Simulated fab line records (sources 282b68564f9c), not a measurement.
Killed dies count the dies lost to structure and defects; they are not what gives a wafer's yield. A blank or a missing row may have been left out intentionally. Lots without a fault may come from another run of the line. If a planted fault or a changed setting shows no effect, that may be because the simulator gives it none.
Problem report, 8D (eight disciplines) form, completed by code | flow ritCmos | the parts of the form that need people (team, actions taken, sign-off) are left out

1. PROBLEM STATEMENT
Mean of spinSpeedRpm at RIT_NRETRO_COAT_01: 2083.6 rpm across 6 wafers in 2 lots; on wafers with no fault it is 2000.1 rpm (standard deviation 1.3). Measured from the usual mean, that is +64 standard deviations.
The step: resist thk 1300 nm.
Earliest sighting: wafer L309.2 on lithoTrack-01 at day 3 11:14. At this step, 42 wafers from 14 lots have a number in the record. Rule for "out" (also "out of limits"): further than 4 standard deviations from the usual mean. The other wafers with a number count as sound.

2. WHAT IT IS, AND WHAT IT ISN'T
question                    | is                     | is not
which readings at this step | spinSpeedRpm           | -
which lots                  | L309, L313             | L305, L307, L311, L316, L318, L319, L320, L322, L323, L324, L326, L327
which wafers of those lots  | all that have a number | -
read on which tools         | lithoTrack-01          | lithoTrack-02, lithoTrack-03
when                        | from day 3 11:14       | up to then (6 sound wafers); but 30 sound wafers of L311, L316, L318, L319, L320, L322, L323, L324, L326, L327 came after

3. SUSPECTS, AND WHAT RULES EACH OUT
Counting: a tool at any process step up to the reading remains a suspect when it ran all the lots that are out and ran no sound lot after the first of those.
- lithoTrack-01 at RIT_NRETRO_COAT_01 (resist thk 1300 nm): kept. All lots that are out passed through it, beginning with L309 at day 3 11:14, and no sound lot followed; its final sound lot before that point was L305 at day 2 10:14. Its own readings are out on those wafers: spinSpeedRpm.
Remaining after the count: lithoTrack-01 at RIT_NRETRO_COAT_01.

4. THE CAUSE (what the simulator had put in)
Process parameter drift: lithoTrack-01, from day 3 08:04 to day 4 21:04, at RIT_NRETRO_COAT_01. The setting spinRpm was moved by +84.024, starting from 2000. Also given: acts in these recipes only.
Only this tool survived the counting.

5. THE CHAIN OF EFFECTS, in route order
Each row: a reading whose mean over the struck wafers that have a number lies more than 3 standard deviations from the usual. Readings are gone through only where the record gives a usual standard deviation; hours: the median, over the lots, of the time from a lot's start at the first step in this table giving one to that lot's start at this step; sigmas: the change measured in usual standard deviations.
hours | step               | reading      | usual      | on struck wafers | change | sigmas
0     | RIT_NRETRO_COAT_01 | spinSpeedRpm | 2000.1 rpm | 2083.6           | +83.5  | +64
Process steps it contains:
- RIT_NRETRO_COAT_01: resist thk 1300 nm.

6. HOW IT WOULD HAVE BEEN CAUGHT EARLIER
In this record the first reading out of limits was taken at day 3 11:14, 3 hours after the fault began at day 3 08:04.
